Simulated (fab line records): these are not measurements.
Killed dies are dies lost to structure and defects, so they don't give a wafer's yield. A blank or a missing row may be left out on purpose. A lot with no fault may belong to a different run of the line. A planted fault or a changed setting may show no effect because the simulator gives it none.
Split-lot study :: flow berkeley cmos170 :: route with 331 steps; 5 lots, 23 wafers read

== THE SPLIT ==
At UCB170_NWELL_IMPLANT_14, the setting dose cm2 was moved away from the recipe's 1e+13 on 8 of the 23 wafers read, by +2.6% to +6.4%. This setting was run at the recipe's value on the other wafers.

== BETWEEN THE SPLIT AND THE READING: the file shows 1 step in between ==
- UCB170_NWELL_STRIP_15: strips in O2

== THE READING ==
NWELL_TW, at UCB170_NWELL_TW_MEAS_16. Fault-free wafers of this fab line usually give 1238, standard deviation 8.2.

wafer: L075.2
tool, chamber at the split: implanter-04, 0
dose cm2 as run: 1e+13
against the recipe: recipe
NWELL_TW: 1230
against lot-mates on the recipe: -

wafer: L075.3
tool, chamber at the split: implanter-04, 0
dose cm2 as run: 1e+13
against the recipe: recipe
NWELL_TW: 1230
against lot-mates on the recipe: -

wafer: L075.4
tool, chamber at the split: implanter-04, 0
dose cm2 as run: 1.038e+13
against the recipe: +3.8%
NWELL_TW: 1245
against lot-mates on the recipe: +15

wafer: L075.5
tool, chamber at the split: implanter-04, 0
dose cm2 as run: 1.038e+13
against the recipe: +3.8%
NWELL_TW: 1247
against lot-mates on the recipe: +17

wafer: L075.6
tool, chamber at the split: implanter-04, 0
dose cm2 as run: 1.038e+13
against the recipe: +3.8%
NWELL_TW: 1246
against lot-mates on the recipe: +16

wafer: L076.1
tool, chamber at the split: implanter-04, 0
dose cm2 as run: 1.064e+13
against the recipe: +6.4%
NWELL_TW: 1274
against lot-mates on the recipe: +22

wafer: L076.2
tool, chamber at the split: implanter-04, 0
dose cm2 as run: 1.064e+13
against the recipe: +6.4%
NWELL_TW: 1267
against lot-mates on the recipe: +15

wafer: L076.4
tool, chamber at the split: implanter-04, 0
dose cm2 as run: 1e+13
against the recipe: recipe
NWELL_TW: 1249
against lot-mates on the recipe: -

wafer: L076.5
tool, chamber at the split: implanter-04, 0
dose cm2 as run: 1e+13
against the recipe: recipe
NWELL_TW: 1255
against lot-mates on the recipe: -

wafer: L076.6
tool, chamber at the split: implanter-04, 0
dose cm2 as run: 1.064e+13
against the recipe: +6.4%
NWELL_TW: 1272
against lot-mates on the recipe: +20

wafer: L079.1
tool, chamber at the split: implanter-01, 0
dose cm2 as run: 1e+13
against the recipe: recipe
NWELL_TW: 1229
against lot-mates on the recipe: -

wafer: L079.4
tool, chamber at the split: implanter-01, 0
dose cm2 as run: 1e+13
against the recipe: recipe
NWELL_TW: 1229
against lot-mates on the recipe: -

wafer: L079.6
tool, chamber at the split: implanter-01, 0
dose cm2 as run: 1e+13
against the recipe: recipe
NWELL_TW: 1235
against lot-mates on the recipe: -

wafer: L081.1
tool, chamber at the split: implanter-02, 0
dose cm2 as run: 1e+13
against the recipe: recipe
NWELL_TW: 1246
against lot-mates on the recipe: -

wafer: L081.2
tool, chamber at the split: implanter-02, 0
dose cm2 as run: 1e+13
against the recipe: recipe
NWELL_TW: 1249
against lot-mates on the recipe: -

wafer: L081.3
tool, chamber at the split: implanter-02, 0
dose cm2 as run: 1.026e+13
against the recipe: +2.6%
NWELL_TW: 1256
against lot-mates on the recipe: +8

wafer: L081.4
tool, chamber at the split: implanter-02, 0
dose cm2 as run: 1.026e+13
against the recipe: +2.6%
NWELL_TW: 1253
against lot-mates on the recipe: +5

wafer: L081.5
tool, chamber at the split: implanter-02, 0
dose cm2 as run: 1e+13
against the recipe: recipe
NWELL_TW: 1249
against lot-mates on the recipe: -

wafer: L084.1
tool, chamber at the split: implanter-02, 0
dose cm2 as run: 1e+13
against the recipe: recipe
NWELL_TW: 1236
against lot-mates on the recipe: -

wafer: L084.2
tool, chamber at the split: implanter-02, 0
dose cm2 as run: 1e+13
against the recipe: recipe
NWELL_TW: 1237
against lot-mates on the recipe: -

wafer: L084.3
tool, chamber at the split: implanter-02, 0
dose cm2 as run: 1e+13
against the recipe: recipe
NWELL_TW: 1237
against lot-mates on the recipe: -

wafer: L084.5
tool, chamber at the split: implanter-02, 0
dose cm2 as run: 1e+13
against the recipe: recipe
NWELL_TW: 1235
against lot-mates on the recipe: -

wafer: L084.6
tool, chamber at the split: implanter-02, 0
dose cm2 as run: 1e+13
against the recipe: recipe
NWELL_TW: 1231
against lot-mates on the recipe: -

FIT RESULTS
A straight line over all 23 wafers: NWELL_TW changes by +4.49 for each +1% of dose cm2; r = +0.79; the points scatter about the line by 8.3.
The same after taking each lot's own level away (the mean of its wafers on the recipe; 23 wafers): +3.2 for each +1%; r = +0.94; scatter 2.8.
According to that fit, moving dose cm2 by its largest amount changes the reading by 21.
Measured against the standard deviation above, the lots' own levels, which go from 1230.0 to 1252.0, span 2.7 times it.
So the lot-to-lot level blurs the effect unless lot-mates are compared.
Check: +20.2 against its lot-mates is what the line predicts for one of the wafers moved furthest among these (+6.4%) when that wafer is left out of the fit. Against them it came out at +22.

== FURTHER SPLITS ON THESE WAFERS ==
Other splits were also applied to these wafers ahead of the reading. Each is held against what the fit with the lots' levels taken away leaves over:
other split on the same wafers: UCB170_START_OXIDATION_02 temp c
wafers away from the commonest value: 18
r with NWELL_TW (lot level and that fit taken away): -0.07

== FILE'S OWN FIT ==
NWELL_TW changes by +3.14 for each +1% of dose cm2, r = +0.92.
